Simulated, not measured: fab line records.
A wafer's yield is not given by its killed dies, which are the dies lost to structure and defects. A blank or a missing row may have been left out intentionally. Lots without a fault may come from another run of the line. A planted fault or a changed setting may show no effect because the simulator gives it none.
fab line records    flow berkeleyCmos170
record: lots: 14  wafers: 42  lastDay: 13
route steps=331 shown FIELD@91 NVT@112 PVT@122 GATE@138
lots that met no fault: taken from a fault-free run of the same line
startH: start of the lot's first displayed wafer, in hours after the record's first day    waitH: hours elapsed since this lot's preceding step    " as in the row above    L1.1+2: a row that stands for several wafers    - either no value or no given start    * or withheld: withheld    < > ~ a bound
route shown NAME@n: names a module that has steps shown in the file, with the first one's number in the route    usual: mean/standard deviation of fault-free wafers    same: alike in all rows    chamber/n: place in a boat    sites: each site's reading    _std_site: the standard deviation of these    _edge_site: inner sites' mean taken away from outer sites' mean    radiusMm: how far each site lies from the wafer's centre    mask NAME#n: copy n    behind: tool/chamber where the wafer was last shaped    hold: reason for holding the lot/hours on hold/outcome of the hold    device: whichever transistor did not switch (one of n, p or np)    end of line: tests run on the same wafers once the route is complete    step lacking rows: just its recipe    killed: not the wafer's yield, but the dies lost to structure and defects at the first sort    map: the dies of a wafer, with x for killed, . for not killed, _ for no die there
set.NAME: the setting as run; set.NAME@STEP: as run at that earlier step    model.NAME: the simulator's own value behind a step, which no gauge read
one table for each step of the route and one row for each wafer, over a sample of lots
services: when a tool's chamber went out of use (startH, in hours from the record's first day, below 0 if earlier), for how many hours, and the reason
== steps ==
step: UCB170_FIELD_THK_MEAS_02
recipe: reads: SiO2_of_FIELD_OXIDATION_01
usual: FIELD_OXIDE_THK: 553/11
lot.wafer  tool          chamber  startH  waitH  FIELD_OXIDE_THK[nm]
L819.1     filmMetro-01  -        124.80  0.0    550
L819.4     "             -        "       "      554
L819.5     "             -        "       "      553
L821.1     filmMetro-01  -        134.86  0.0    532
L821.3     "             -        "       "      537
L821.4     "             -        "       "      544
L820.1     filmMetro-04  -        134.91  0.1    555
L820.2     "             -        "       "      557
L820.5     "             -        "       "      542
L822.2     filmMetro-02  -        144.28  0.0    568
L822.5     "             -        "       "      577
L822.6     "             -        "       "      553
L824.3     filmMetro-01  -        156.68  0.0    545
L824.4     "             -        "       "      560
L824.6     "             -        "       "      552
L826.3     filmMetro-02  -        156.68  0.0    549
L826.4     "             -        "       "      551
L826.5     "             -        "       "      552
L831.2     filmMetro-04  -        179.05  0.0    555
L831.4     "             -        "       "      554
L831.6     "             -        "       "      551
L833.3     filmMetro-01  -        179.06  0.0    544
L833.4     "             -        "       "      543
L833.5     "             -        "       "      540
L832.1     filmMetro-02  -        179.10  0.1    562
L832.4     "             -        "       "      555
L832.6     "             -        "       "      559
L836.3     filmMetro-02  -        196.93  0.0    547
L836.4     "             -        "       "      551
L836.6     "             -        "       "      540
L838.2     filmMetro-02  -        207.27  0.0    567
L838.3     "             -        "       "      564
L838.4     "             -        "       "      558
L840.1     filmMetro-04  -        216.41  0.0    550
L840.2     "             -        "       "      552
L840.5     "             -        "       "      548
L841.1     filmMetro-04  -        226.69  0.0    552
L841.2     "             -        "       "      553
L841.3     "             -        "       "      558
L842.1     filmMetro-01  -        231.47  0.2    550
L842.2     "             -        "       "      554
L842.3     "             -        "       "      549
step: UCB170_NVT_STRIP_08
recipe: chemistry: O2  powerW: 400  pressureMtorr: 3500  platenTempC: withheld  o2FlowSccm: 400  overashFraction: 0.5
usual: drypumpMotorCurrentA: 6.1/0.53  oesProductAu: 0.735/0.0046  stripTimeToEndpointS: 21.61/0.071
lot.wafer  tool            chamber  startH  waitH  drypumpMotorCurrentA  oesProductAu  rfHoursCounterH  stripTimeToEndpointS
L819.1     plasmaAsher-03  1        156.20  0.1    6.8                   0.735         46               21.60
L819.4     "               0        "       "      6.1                   0.728         -                21.59
L819.5     "               1        "       "      6.8                   0.731         -                21.59
L821.1     plasmaAsher-01  1        162.98  0.1    6.3                   0.725         37               21.70
L821.3     "               0        "       "      6.0                   0.742         -                21.67
L821.4     "               1        "       "      6.3                   0.742         -                21.66
L820.1     plasmaAsher-03  0        163.08  0.1    6.0                   0.723         47               21.63
L820.2     "               1        "       "      6.8                   0.740         47               21.60
L820.5     "               0        "       "      6.1                   0.727         -                21.64
L822.2     plasmaAsher-01  1        172.23  0.1    6.3                   0.727         38               21.69
L822.5     "               1        "       "      6.3                   0.732         -                21.64
L822.6     "               0        "       "      5.9                   0.735         -                21.59
L824.3     plasmaAsher-01  0        189.34  0.1    6.0                   0.731         -                21.64
L824.4     "               1        "       "      6.3                   0.735         -                21.70
L824.6     "               1        "       "      6.3                   0.733         -                21.71
L826.3     plasmaAsher-03  1        190.07  0.1    6.8                   0.738         -                21.63
L826.4     "               0        "       "      6.1                   0.741         -                21.65
L826.5     "               1        "       "      6.8                   0.739         -                21.61
L832.1     plasmaAsher-03  0        215.31  0.1    6.0                   0.728         53               21.63
L832.4     "               0        "       "      6.0                   0.738         -                21.64
L832.6     "               0        "       "      6.0                   0.734         -                21.60
L831.2     plasmaAsher-02  0        215.55  0.1    6.6                   0.739         46               21.59
L831.4     "               0        "       "      6.6                   0.726         -                21.57
L831.6     "               1        "       "      5.3                   0.732         -                21.63
L833.3     plasmaAsher-02  1        216.07  0.1    5.3                   0.733         -                21.59
L833.4     "               0        "       "      6.6                   0.732         -                21.59
L833.5     "               1        "       "      5.2                   0.734         -                21.61
L836.3     plasmaAsher-03  1        230.95  0.1    6.8                   0.733         -                21.61
L836.4     "               0        "       "      6.0                   0.731         -                21.60
L836.6     "               1        "       "      6.8                   0.733         -                21.63
L838.2     plasmaAsher-02  0        238.64  0.1    6.6                   0.732         48               21.64
L838.3     "               1        "       "      5.3                   0.737         -                21.70
L838.4     "               0        "       "      6.6                   0.733         -                21.70
L840.1     plasmaAsher-02  0        244.83  0.1    6.5                   0.729         49               21.72
L840.2     "               1        "       "      5.3                   0.739         49               21.61
L840.5     "               0        "       "      6.6                   0.741         -                21.65
L842.1     plasmaAsher-02  0        259.65  0.1    6.6                   0.736         51               21.55
L842.2     "               1        "       "      5.3                   0.739         51               21.51
L842.3     "               0        "       "      6.5                   0.736         -                21.47
L841.1     plasmaAsher-02  1        260.20  0.1    5.2                   0.740         51               21.70
L841.2     "               0        "       "      6.6                   0.736         51               21.70
L841.3     "               0        "       "      6.6                   0.734         -                21.80
step: UCB170_PVT_IMPLANT_07
recipe: species: P  doseCm2: 2.033e+12  energyKev: 30  tiltDeg: 7
usual: beamEnergyKeV: 30.000/0.011  doseIonsCm2: 2.0332e+12/2e+09
lot.wafer  tool          chamber  startH  waitH  beamEnergyKeV  doseIonsCm2
L819.1     implanter-04  0        157.78  0.0    30.007         2.0309e+12
L819.4     "             0        "       "      29.990         2.034e+12
L819.5     "             0        "       "      29.994         2.0322e+12
L821.1     implanter-01  0        164.63  0.0    29.994         2.0333e+12
L821.3     "             0        "       "      29.994         2.0343e+12
L821.4     "             0        "       "      29.998         2.0341e+12
L820.1     implanter-04  0        164.72  0.0    30.004         2.0332e+12
L820.2     "             0        "       "      29.982         2.0369e+12
L820.5     "             0        "       "      29.989         2.0378e+12
L822.2     implanter-03  0        174.24  0.0    30.006         2.0354e+12
L822.5     "             0        "       "      29.998         2.0332e+12
L822.6     "             0        "       "      30.021         2.0332e+12
L824.3     implanter-04  0        191.45  0.1    20.997         2.031e+12
L824.4     "             0        "       "      21.004         2.032e+12
L824.6     "             0        "       "      21.003         2.0329e+12
L826.3     implanter-04  0        193.18  0.1    20.979         2.0352e+12
L826.4     "             0        "       "      20.999         2.0337e+12
L826.5     "             0        "       "      20.988         2.0333e+12
L832.1     implanter-01  0        218.44  0.0    29.994         2.0334e+12
L832.4     "             0        "       "      29.993         2.032e+12
L832.6     "             0        "       "      29.987         2.0359e+12
L831.2     implanter-01  0        218.62  0.1    29.996         2.0352e+12
L831.4     "             0        "       "      29.987         2.0333e+12
L831.6     "             0        "       "      30.012         2.0304e+12
L833.3     implanter-03  0        219.04  0.1    29.996         2.0326e+12
L833.4     "             0        "       "      30.029         2.0296e+12
L833.5     "             0        "       "      30.007         2.0326e+12
L836.3     implanter-03  0        232.68  0.1    29.992         2.0349e+12
L836.4     "             0        "       "      29.990         2.0342e+12
L836.6     "             0        "       "      29.977         2.0356e+12
L838.2     implanter-01  0        241.35  0.0    29.999         2.0314e+12
L838.3     "             0        "       "      29.982         2.0349e+12
L838.4     "             0        "       "      29.990         2.0328e+12
L840.1     implanter-03  0        249.15  0.0    30.009         2.0322e+12
L840.2     "             0        "       "      30.016         2.035e+12
L840.5     "             0        "       "      30.012         2.0325e+12
L842.1     implanter-04  0        263.15  0.0    29.994         2.0366e+12
L842.2     "             0        "       "      30.001         2.0322e+12
L842.3     "             0        "       "      30.000         2.0335e+12
L841.1     implanter-04  0        264.78  0.0    30.006         2.0359e+12
L841.2     "             0        "       "      29.987         2.0339e+12
L841.3     "             0        "       "      30.006         2.0327e+12
step: UCB170_PVT_TW_MEAS_09
usual: PVT_TW: 512/3.3
lot.wafer  tool          chamber  startH  waitH  PVT_TW
L819.1     filmMetro-02  -        158.03  0.1    516
L819.4     "             -        "       "      514
L819.5     "             -        "       "      514
L821.1     filmMetro-01  -        164.88  0.1    511
L821.3     "             -        "       "      510
L821.4     "             -        "       "      511
L820.1     filmMetro-04  -        164.97  0.1    506
L820.2     "             -        "       "      509
L820.5     "             -        "       "      508
L822.2     filmMetro-02  -        174.47  0.1    515
L822.5     "             -        "       "      515
L822.6     "             -        "       "      513
L824.3     filmMetro-02  -        191.67  0.1    466
L824.4     "             -        "       "      467
L824.6     "             -        "       "      467
L826.3     filmMetro-04  -        193.40  0.1    462
L826.4     "             -        "       "      459
L826.5     "             -        "       "      462
L832.1     filmMetro-02  -        218.69  0.1    518
L832.4     "             -        "       "      513
L832.6     "             -        "       "      516
L831.2     filmMetro-02  -        218.85  0.1    515
L831.4     "             -        "       "      518
L831.6     "             -        "       "      515
L833.3     filmMetro-01  -        219.26  0.1    514
L833.4     "             -        "       "      518
L833.5     "             -        "       "      517
L836.3     filmMetro-04  -        232.90  0.1    507
L836.4     "             -        "       "      508
L836.6     "             -        "       "      504
L838.2     filmMetro-02  -        241.58  0.1    516
L838.3     "             -        "       "      512
L838.4     "             -        "       "      514
L840.1     filmMetro-01  -        249.40  0.1    510
L840.2     "             -        "       "      513
L840.5     "             -        "       "      514
L842.1     filmMetro-04  -        263.40  0.1    508
L842.2     "             -        "       "      506
L842.3     "             -        "       "      509
L841.1     filmMetro-02  -        265.03  0.1    512
L841.2     "             -        "       "      511
L841.3     "             -        "       "      511
step: UCB170_GATE_CD_MEAS_12
recipe: targetCdNm: 350
usual: cdNm: 349.8/1.3
lot.wafer  tool      chamber  startH  waitH  cdNm
L819.1     cdSem-01  -        171.25  -      350.1
L819.4     "         -        "       "      349.9
L819.5     "         -        "       "      349.7
L820.1     cdSem-01  -        178.34  -      350.6
L820.2     "         -        "       "      350.0
L820.5     "         -        "       "      349.6
L821.1     cdSem-01  -        178.62  -      353.3
L821.3     "         -        "       "      352.0
L821.4     "         -        "       "      351.2
L822.2     cdSem-02  -        192.13  -      347.5
L822.5     "         -        "       "      346.7
L822.6     "         -        "       "      347.6
L824.3     cdSem-02  -        212.92  -      351.5
L824.4     "         -        "       "      351.5
L824.6     "         -        "       "      350.6
L826.3     cdSem-01  -        213.04  -      349.3
L826.4     "         -        "       "      349.0
L826.5     "         -        "       "      349.1
L832.1     cdSem-01  -        235.76  -      349.8
L832.4     "         -        "       "      351.1
L832.6     "         -        "       "      350.3
L833.3     cdSem-02  -        236.08  -      348.5
L833.4     "         -        "       "      348.9
L833.5     "         -        "       "      349.9
L831.2     cdSem-01  -        236.38  -      349.5
L831.4     "         -        "       "      349.1
L831.6     "         -        "       "      350.3
L836.3     cdSem-01  -        248.12  -      350.0
L836.4     "         -        "       "      349.6
L836.6     "         -        "       "      351.1
L838.2     cdSem-01  -        257.01  -      351.2
L838.3     "         -        "       "      350.3
L838.4     "         -        "       "      350.2
L840.1     cdSem-01  -        266.74  -      352.1
L840.2     "         -        "       "      350.8
L840.5     "         -        "       "      350.7
L841.1     cdSem-01  -        278.24  -      349.7
L841.2     "         -        "       "      350.5
L841.3     "         -        "       "      349.6
L842.1     cdSem-02  -        278.73  -      349.4
L842.2     "         -        "       "      349.6
L842.3     "         -        "       "      348.4
== services ==
tool            chamber  startH  hours  kind
plasmaAsher-03  -        135.39  2.7    repair
implanter-04    -        151.97  3.0    pm
plasmaAsher-02  -        153.13  9.3    repair
implanter-03    -        220.94  5.1    pm
implanter-03    -        228.13  2.7    repair
implanter-03    -        235.78  2.2    repair
== key ==
firstSign: step: UCB170_PVT_IMPLANT_07  reading: beamEnergyKeV  direction: down  sigmas: 99+  usual: 30.000  struck: 20.995
effect: step: UCB170_PVT_TW_MEAS_09  reading: PVT_TW  direction: down  sigmas: 15  usual: 512  struck: 464
metAt UCB170_PVT_IMPLANT_07
struckLots L824,L826
sortLeftOut L824.3,L824.4,L824.6
testerLeftOut L824,L826
notActingAt UCB170_FIELD_THK_MEAS_02,UCB170_NVT_STRIP_08,UCB170_GATE_CD_MEAS_12
onsetBetween 164.72 191.45
fault: kind: processParameterDrift  tool: implanter-04  chamber: -  onsetH: 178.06  steps: UCB170_PVT_IMPLANT_07  channel: energyKev  offset: -9  shape: step  endH: 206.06  actsIn: theseRecipesOnly  stated: 30
testerLeftOut: of these lots the tester's yield and bins aren't shown, on N5 and GAA mostly nor the transistor test; their killed dies are dies lost to structure and defects alone, not to doping, threshold or leakage, so they don't give the yield
sortLeftOut: the simulated sort isn't trusted on such a fault, so these wafers' sort isn't shown, and their yield isn't known
